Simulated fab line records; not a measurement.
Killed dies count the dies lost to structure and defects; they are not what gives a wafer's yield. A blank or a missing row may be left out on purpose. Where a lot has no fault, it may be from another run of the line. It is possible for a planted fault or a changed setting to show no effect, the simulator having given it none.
Which tool was responsible? | flow berkeley-cmos170 | 14 lots, 42 wafers sampled, at 4 steps of a route of 331

== WHAT EACH GAUGE READ, for each wafer ==
UCB170_NWELL_THK_MEAS_02.
lot  | measured    | on            | NWELL_OXIDE_THK (nm)
L892 | day 1 19:14 | film-metro-04 | 25.8 25.6 25.9
L893 | day 2 03:49 | film-metro-02 | 26.2 26.3 26.3
L894 | day 2 12:47 | film-metro-04 | 26.1 25.5 25.8
L895 | day 2 17:40 | film-metro-02 | 26.5 26.6 26.5
L897 | day 3 04:14 | film-metro-04 | 25.5 25.6 25.4
L898 | day 3 08:25 | film-metro-03 | 26.7 26.6 26.4
L899 | day 3 08:25 | film-metro-02 | 25.5 25.8 26.3
L900 | day 3 14:08 | film-metro-04 | 26.3 26.7 26.6
L902 | day 3 22:57 | film-metro-02 | 26.7 26.7 26.1
L905 | day 4 18:25 | film-metro-03 | 25.3 25.3 25.6
L906 | day 4 18:25 | film-metro-02 | 25.4 25.7 25.6
L913 | day 6 06:02 | film-metro-04 | 26.2 25.7 25.8
L914 | day 6 11:44 | film-metro-02 | 26.4 26.4 25.9
L915 | day 6 19:46 | film-metro-02 | 27.0 26.4 26.5

UCB170_PLDD_OVL_MEAS_07.
lot  | measured     | on         | PLDD_OVL (nm)
L892 | day 5 17:11  | overlay-01 | 6 10 9
L893 | day 6 03:43  | overlay-01 | 2 -2 9
L894 | day 6 17:26  | overlay-01 | 7 6 8
L895 | day 6 16:55  | overlay-02 | 1 3 -8
L897 | day 7 01:16  | overlay-02 | -7 1 2
L898 | day 7 01:35  | overlay-01 | -2 4 3
L899 | day 7 01:52  | overlay-01 | -2 6 0
L900 | day 7 01:19  | overlay-01 | 9 1 0
L902 | day 8 00:46  | overlay-01 | 4 -6 -1
L905 | day 8 20:01  | overlay-02 | 0 0 -1
L906 | day 8 20:16  | overlay-02 | 2 -1 4
L913 | day 10 08:28 | overlay-01 | 0 4 1

== WHICH TOOL RAN EACH LOT (tool, then ch and the chambers of the sampled wafers, then the start) ==
lot  | UCB170_ACTIVE_ETCH_15             | UCB170_GATE_ANNEAL_03
L892 | rie-diel-04 ch 0,2, day 3 21:31   | furnace-01 ch 0, day 5 10:32
L893 | rie-diel-04 ch 0,1, day 4 06:28   | furnace-02 ch 0, day 5 20:23
L894 | rie-diel-02 ch 0,2,3, day 4 20:18 | furnace-03 ch 0, day 6 10:05
L895 | rie-diel-04 ch 0,3, day 4 19:54   | furnace-03 ch 0, day 6 10:05
L897 | rie-diel-03 ch 0,2,3, day 5 09:11 | furnace-03 ch 0, day 6 19:20
L898 | rie-diel-03 ch 1,2,3, day 5 08:40 | furnace-03 ch 0, day 6 19:20
L899 | rie-diel-04 ch 0,1,2, day 5 09:18 | furnace-03 ch 0, day 6 19:20
L900 | rie-diel-02 ch 0,2, day 5 09:25   | furnace-03 ch 0, day 6 19:20
L902 | rie-diel-03 ch 0,3, day 6 01:01   | furnace-03 ch 0, day 7 18:11
L905 | rie-diel-02 ch 2,3, day 6 19:14   | furnace-02 ch 0, day 8 14:13
L906 | rie-diel-04 ch 1,3, day 6 18:59   | furnace-02 ch 0, day 8 14:13
L913 | rie-diel-04 ch 0,2, day 8 10:18   | furnace-01 ch 0, day 10 01:09
L914 | rie-diel-02 ch 0,1,2, day 8 19:52 | furnace-02, day 10 11:59
L915 | rie-diel-03 ch 0,3, day 9 07:47   | furnace-02, day 11 05:05
- UCB170_ACTIVE_ETCH_15: etches Si3N4 in CH3F/Ar/O2, stops on SiO2, target depth 242 nm, time 148.7 s.
- UCB170_GATE_ANNEAL_03: time 1800 s.

== WHAT THE TOOLS THEMSELVES READ (means of the sampled wafers that have a number; where no wafer has one, the mark that the record gives instead) ==
UCB170_ACTIVE_ETCH_15.
lot  | tool        | CH3F_flow_sccm (sccm) | drypump-motor-current-A (A) | oes-product-au (a.u.) | throttle-valve-pct (%)
L892 | rie-diel-04 | 19.99                 | 6.5                         | 0.954                 | 8.08
L893 | rie-diel-04 | 20.00                 | 5.9                         | 0.954                 | 8.14
L894 | rie-diel-02 | 19.99                 | 6.0                         | 0.934                 | 8.02
L895 | rie-diel-04 | 20.03                 | 6.3                         | 0.945                 | 8.10
L897 | rie-diel-03 | 20.01                 | 5.8                         | 0.963                 | 8.12
L898 | rie-diel-03 | 19.96                 | 5.6                         | 0.947                 | 8.13
L899 | rie-diel-04 | 19.94                 | 6.1                         | 0.958                 | 8.07
L900 | rie-diel-02 | 20.02                 | 6.2                         | 0.952                 | 8.07
L902 | rie-diel-03 | 19.99                 | 5.5                         | 0.940                 | 8.09
L905 | rie-diel-02 | 20.03                 | 5.7                         | 0.930                 | 8.09
L906 | rie-diel-04 | 19.98                 | 5.5                         | 0.957                 | 8.06
L913 | rie-diel-04 | 20.04                 | 6.2                         | 0.945                 | 7.99
L914 | rie-diel-02 | 20.00                 | 6.2                         | 0.939                 | 8.04
L915 | rie-diel-03 | 19.92                 | 5.5                         | 0.943                 | 8.08

UCB170_GATE_ANNEAL_03.
lot  | tool       | spike-tc-centre-C (C) | spike-tc-load-C (C) | tube_center_temp_C_max | zone-power-centre-pct (%)
L892 | furnace-01 | 901.6                 | 925.6               | 902.1                  | 45
L893 | furnace-02 | 902.8                 | 921.6               | 902.3                  | 45
L894 | furnace-03 | 902.4                 | 925.6               | 902.2                  | 53
L895 | furnace-03 | 902.5                 | 926.7               | 902.0                  | 53
L897 | furnace-03 | 902.8                 | 924.7               | 902.2                  | 53
L898 | furnace-03 | 902.7                 | 926.3               | 902.0                  | 54
L899 | furnace-03 | 904.4                 | 925.6               | 902.2                  | 53
L900 | furnace-03 | 902.6                 | 926.0               | 902.4                  | 53
L902 | furnace-03 | 903.5                 | 925.7               | 902.3                  | 53
L905 | furnace-02 | 903.6                 | 921.3               | 902.2                  | 45
L906 | furnace-02 | 903.4                 | 920.7               | 902.2                  | 44
L913 | furnace-01 | 902.3                 | 926.7               | 902.6                  | 45
L914 | furnace-02 | -                     | -                   | -                      | -
L915 | furnace-02 | -                     | -                   | -                      | -

== THE ANSWER, worked out from the rows above alone ==
Rule: the usual values come from the lots themselves. Put in order of their means at a reading, lots are off if they are a third of the lots or fewer, leave a main group of 4 or more, and stand apart from it by a gap of 3 or more times the standard deviation of the main group's means; of several such gaps the widest counts. If all means in a main group match to the digits the tables above print for the reading, that group is not used. A lot without any number at a reading at which 4 lots or more have one is off too. Where the step has rows for the other lots, those lots are counted as sound. The gauges are gone through in route order, then the tools' own readings, and for those a lot's mean is taken as printed above. At the first step where some lot is off, the reading lying furthest off is the one used; lots without a number count as furthest.
Off at UCB170_GATE_ANNEAL_03 (spike-tc-centre-C): L914, L915. Without a number there: L914, L915. The main group: mean 902.9 C, standard deviation 0.7.
A tool fits if, at that step or a process step before it, it ran every lot that is off, and no sound lot after the first of them. One candidate fits, namely furnace-02 at UCB170_GATE_ANNEAL_03. A fault onset in the window from L905 (day 8 14:13, its last sound lot) to L914 (day 10 11:59, its first lot off) fits.
Blank at UCB170_GATE_ANNEAL_03 on the lots that are off, where sound lots have numbers: spike-tc-centre-C, spike-tc-load-C, tube_center_temp_C_max, zone-power-centre-pct.

== WHAT WAS PUT IN BY THE SIMULATOR ==
Entire step skipped (furnace-02, UCB170_GATE_ANNEAL_03), from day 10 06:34 onward. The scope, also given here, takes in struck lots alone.
Shown lots that were struck: L914, L915. The rule above found the same.
